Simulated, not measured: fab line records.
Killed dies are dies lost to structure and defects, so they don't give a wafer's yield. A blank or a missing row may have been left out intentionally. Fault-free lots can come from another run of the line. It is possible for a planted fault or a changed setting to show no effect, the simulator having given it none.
Comparing a struck lot with a sound one | flow rit_cmos | 27 steps out of a route of 202
Sound: wafers L655.3, L655.5, L655.6. Wafers L661.2, L661.4, L661.6 were the ones struck. At the end, the cause is stated.
For every step that has rows: the tool of each side, followed by ch and its chambers, followed by its first start. Under that, the readings that differ: sound wafers | struck wafers | difference of the means | sigmas: that difference in standard deviations of wafers without a fault.
alike: readings whose means differ by less than 2 such deviations, and words and numbers that are the same on both sides. not compared: withheld readings, readings that some wafer has no value for, bounds like >300 that may hide the same value, and numbers for which the record gives no deviation and whose values overlap.
Wherever a step has rows on one side only, a row that says differs or no value, or a row with sigmas, the two part there. Numbers that don't overlap but have no deviation are shown without sigmas and don't part them. A reading missing from all wafers of one side parts the sides only when that side holds two or more wafers.

RIT_SDANNEAL_RTA_03: time 5 s.
  sound on rtp_anneal-02 ch 0, day 3 04:17; struck on rtp_anneal-01 ch 0, day 4 13:55
  alike: wafer_temp_C_max
RIT_SDANNEAL_RS_MEAS_04: uses a four-point probe to measure.
  sound: film_metro-02 at day 3 04:22; struck: film_metro-02 at day 4 13:59
  alike: PSD_RS
RIT_SDANNEAL_RS_MEAS_05: uses a four-point probe to measure.
  sound: film_metro-02 at day 3 04:29; struck: film_metro-02 at day 4 14:07
  alike: NSD_RS
RIT_SDANNEAL_RS_MEAS_06: uses a four-point probe to measure.
  sound: film_metro-02 at day 3 04:37; struck: film_metro-02 at day 4 14:14
  alike: PLDD_RS
RIT_SDANNEAL_RS_MEAS_07: uses a four-point probe to measure.
  sound: film_metro-02 at day 3 04:44; struck: film_metro-02 at day 4 14:21
  alike: NLDD_RS
then, 1 step without rows for these wafers: RIT_SILICIDE_WET_ETCH_00 (etches SiO2 in BOE, target depth 14 nm, time 15 s).
RIT_SILICIDE_SPUTTER_01: material Ti, target thk 30 nm, time 240 s.
  sound: pvd_sputter-02 at day 3 04:49; struck: pvd_sputter-01 at day 4 14:28
  alike: throttle_valve_pct
RIT_SILICIDE_RS_MEAS_02: uses a four-point probe to measure.
  sound: film_metro-04 at day 3 05:01; struck: film_metro-04 at day 4 14:38
  alike: SILICIDE_TI_RS
RIT_SILICIDE_THK_MEAS_03: measures by xrf.
  sound: film_metro-04 at day 3 05:07; struck: film_metro-04 at day 4 14:44
  alike: SILICIDE_TI_THK
RIT_SILICIDE_RTA_04: time 10 s, ramp up 5 s, ramp down 5 s.
  sound on rtp_anneal-01 ch 0, day 3 05:11; struck on rtp_anneal-02 ch 0, day 4 14:48
  reading          | sound             | struck            | difference | sigmas
  wafer_temp_C_max | 652.0 651.1 650.8 | 652.6 652.4 652.2 | +1.1       | +2
then, 1 step without rows for these wafers: RIT_SILICIDE_WET_ETCH_05 (etches Ti in SPM, time 120 s).
RIT_SILICIDE_RTA_06: time 10 s, ramp up 5 s, ramp down 10 s.
  sound on rtp_anneal-02 ch 0, day 3 05:17; struck on rtp_anneal-01 ch 0, day 4 14:55
  alike: wafer_temp_C_max
RIT_CONTACT_CVD_00: deposits SiO2 from TEOS, target thk 400 nm, time 61 s.
  sound on pecvd-04 ch 0,1,2, day 3 05:20; struck on pecvd-04 ch 1,2, day 4 14:58
  no value came back on the struck wafers for heater_power_w (W), rf_fwd_power_W (W); on the sound wafers heater_power_w (W) reads 322 327 348
then, 6 steps without rows for these wafers: RIT_CONTACT_HMDS_02 (prime time 60 s); RIT_CONTACT_COAT_03 (resist thk 1000 nm); RIT_CONTACT_SOFTBAKE_04 (time 60 s); RIT_CONTACT_EXPOSE_05 (exposes mask M11, target cd 1000 nm); RIT_CONTACT_PEB_06; RIT_CONTACT_DEVELOP_07 (develop time 120 s).
RIT_CONTACT_CD_MEAS_08: target cd 1000 nm.
  sound: cd_sem-02 at day 3 06:47; struck: cd_sem-01 at day 4 16:17
  alike: cd_nm
RIT_CONTACT_OVL_MEAS_09:
  sound: overlay-02 at day 3 06:52; struck: overlay-01 at day 4 16:23
  reading          | sound       | struck         | difference | sigmas
  CONTACT_OVL (nm) | 3.5 2.1 0.3 | -1.8 -0.1 -2.1 | -3.3       | -2
then, 1 step without rows for these wafers: RIT_CONTACT_HARDBAKE_10 (time 60 s).
RIT_CONTACT_ETCH_11: etches SiO2 in CHF3/CF4/Ar, stops on TiSi2, target depth 480 nm, time 320 s.
  sound on rie_diel-04 ch 0,1,3, day 3 07:07; struck on rie_diel-03 ch 0,2,3, day 4 16:34
  reading                             | sound             | struck            | difference | sigmas
  oes_product_au (a.u.)               | 0.995 1.011 1.003 | 0.931 0.955 0.902 | -0.074     | -7
  model.etch.depth_nm (nm)            | 392.8 406.1 399   | 0 0 0             | -399       |
  model.CONTACT.feature_depth_nm (nm) | 392.8 406.1 399   | 1e-09 1e-09 1e-09 | -4e+02     |
  alike: O2_flow_sccm, drypump_motor_current_A, throttle_valve_pct
  not compared: rf_hours_counter_h
RIT_CONTACT_STRIP_12: strips in O2, time 180 s.
  sound on plasma_asher-04 ch 0,1, day 3 07:22; struck on plasma_asher-04 ch 0,1, day 4 16:46
  alike: drypump_motor_current_A
  not compared: rf_hours_counter_h
RIT_CONTACT_CD_MEAS_90: target cd 1000 nm.
  sound: cd_sem-02 at day 3 07:31; struck: cd_sem-02 at day 4 16:58
  reading    | sound              | struck | difference                    | sigmas
  cd_nm (nm) | 1000.4 997.9 998.3 | - - -  | no value on the struck wafers |
then, 1 step without rows for these wafers: RIT_CONTACT_CLEAN_13 (cleans in SC1, time 600 s).
RIT_M1_PROBE_99:
  only the struck wafers here have rows in the record (prober-01, day 4 21:29); the sound ones have none

== WHERE THEY PART ==
Last at RIT_M1_PROBE_99 as far as this record goes, first at RIT_SILICIDE_RTA_04.

WHY: what the simulator had put in
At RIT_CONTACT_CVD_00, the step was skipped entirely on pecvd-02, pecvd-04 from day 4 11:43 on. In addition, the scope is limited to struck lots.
